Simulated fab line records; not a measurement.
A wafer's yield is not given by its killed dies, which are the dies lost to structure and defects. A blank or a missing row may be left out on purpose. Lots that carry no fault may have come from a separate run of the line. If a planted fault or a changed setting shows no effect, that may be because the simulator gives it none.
Split-lot study | flow rit cmos | on a route of 202 steps: 5 lots, 23 wafers read

== ABOUT THE SPLIT ==
At RIT_PRETRO_COAT_01 (resist thk 1300 nm), the setting spin rpm was moved away from the recipe's 2000 rpm on 8 of the 23 wafers read, by -5.5% to +6.7%. This setting was run at the recipe's value on the other wafers.

== FROM THE SPLIT TO THE READING: what the file shows between them, 3 steps ==
- RIT_PRETRO_SOFTBAKE_02: time 60 s
- RIT_PRETRO_EXPOSE_03: exposes mask M5, target cd 43700 nm
- RIT_PRETRO_DEVELOP_05: develop time 68 s

== THE READING ==
NOVOLAK_of_PRETRO_COAT_01.thk nm (the simulator's own value, which no gauge read), in nm, at RIT_PRETRO_HARDBAKE_07 (time 120 s). The file does not state a usual value for it. Across the 15 wafers here that went through the recipe, the average is 1134 nm and the standard deviation 2.6 nm.

wafer  | tool, chamber at the split | spin rpm as run, rpm | against the recipe | NOVOLAK_of_PRETRO_COAT_01.thk nm, nm | against lot-mates on the recipe
L075.1 | litho track-02, 0          | 2000                 | recipe             | 1130                                 | -
L075.2 | litho track-02, 0          | 2000                 | recipe             | 1134                                 | -
L075.5 | litho track-02, 0          | 2000                 | recipe             | 1129                                 | -
L077.2 | litho track-02, 0          | 2000                 | recipe             | 1134                                 | -
L077.6 | litho track-02, 0          | 2000                 | recipe             | 1134                                 | -
L077.3 | litho track-02, 0          | 2000                 | recipe             | 1136                                 | -
L077.4 | litho track-02, 0          | 2000                 | recipe             | 1135                                 | -
L077.5 | litho track-02, 0          | 2000                 | recipe             | 1131                                 | -
L076.1 | litho track-04, 0          | 2000                 | recipe             | 1136                                 | -
L076.2 | litho track-04, 0          | 2000                 | recipe             | 1138                                 | -
L076.3 | litho track-04, 0          | 2133                 | +6.7%              | 1102                                 | -35
L076.4 | litho track-04, 0          | 2133                 | +6.7%              | 1102                                 | -35
L076.5 | litho track-04, 0          | 2000                 | recipe             | 1137                                 | -
L078.1 | litho track-02, 0          | 1955                 | -2.2%              | 1149                                 | +12
L078.2 | litho track-02, 0          | 1955                 | -2.2%              | 1148                                 | +12
L078.3 | litho track-02, 0          | 1955                 | -2.2%              | 1151                                 | +14
L078.5 | litho track-02, 0          | 2000                 | recipe             | 1137                                 | -
L078.6 | litho track-02, 0          | 2000                 | recipe             | 1136                                 | -
L085.2 | litho track-04, 0          | 1890                 | -5.5%              | 1167                                 | +32
L085.3 | litho track-04, 0          | 1890                 | -5.5%              | 1167                                 | +32
L085.4 | litho track-04, 0          | 2000                 | recipe             | 1137                                 | -
L085.5 | litho track-04, 0          | 2000                 | recipe             | 1133                                 | -
L085.6 | litho track-04, 0          | 1890                 | -5.5%              | 1168                                 | +33

THE FIT
A straight line over all 23 wafers: NOVOLAK_of_PRETRO_COAT_01.thk nm changes by -5.47 nm for each +1% of spin rpm; r = -0.99; the points scatter about the line by 2.7 nm.
The same after taking each lot's own level away (the mean of its wafers on the recipe; 23 wafers): -5.56 nm for each +1%; r = -1.00; scatter 1.6 nm.
Per that fit: largest spin rpm move, reading shift of 37 nm.
From 1131.0 to 1137.0 nm: that is the span of the lots' own levels, equal to 2.3 times the standard deviation above.
Consequently the slope shifts little with the lot-to-lot level, the two slopes agreeing.
Check: -37.2 nm against its lot-mates is what the line predicts for one of the wafers moved furthest among these (+6.7%) when that wafer is left out of the fit. It came out at -35 nm against them.

== FURTHER SPLITS ON THESE WAFERS ==
These wafers also went through other splits before the reading. Each is held against what the fit with the lots' levels taken away leaves over:
other split on the same wafers   | wafers away from the commonest value | r with NOVOLAK_of_PRETRO_COAT_01.thk nm (lot level and that fit taken away)
RIT_PWELL_IMPLANT_08 energy kev  | 8                                    | -0.07
RIT_NRETRO_COAT_01 resist thk nm | 7                                    | -0.22
RIT_NRETRO_IMPLANT_08 energy kev | 8                                    | +0.22

== THE WHOLE CHAIN: every reading that the file lists as answering this split, in the file's order ==
step                   | what it does       | reading                                                                           | change (the file's fit)              | r (the file's)
RIT_PRETRO_COAT_01     | resist thk 1300 nm | NOVOLAK_of_PRETRO_COAT_01.thk nm (the simulator's own value, which no gauge read) | -6.35 nm for each +1% of the setting | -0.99
RIT_PRETRO_HARDBAKE_07 | time 120 s         | NOVOLAK_of_PRETRO_COAT_01.thk nm (the simulator's own value, which no gauge read) | -5.47 nm for each +1% of the setting | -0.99

== FILE'S OWN FIT ==
NOVOLAK_of_PRETRO_COAT_01.thk nm changes by -5.47 nm for each +1% of spin rpm, r = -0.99.
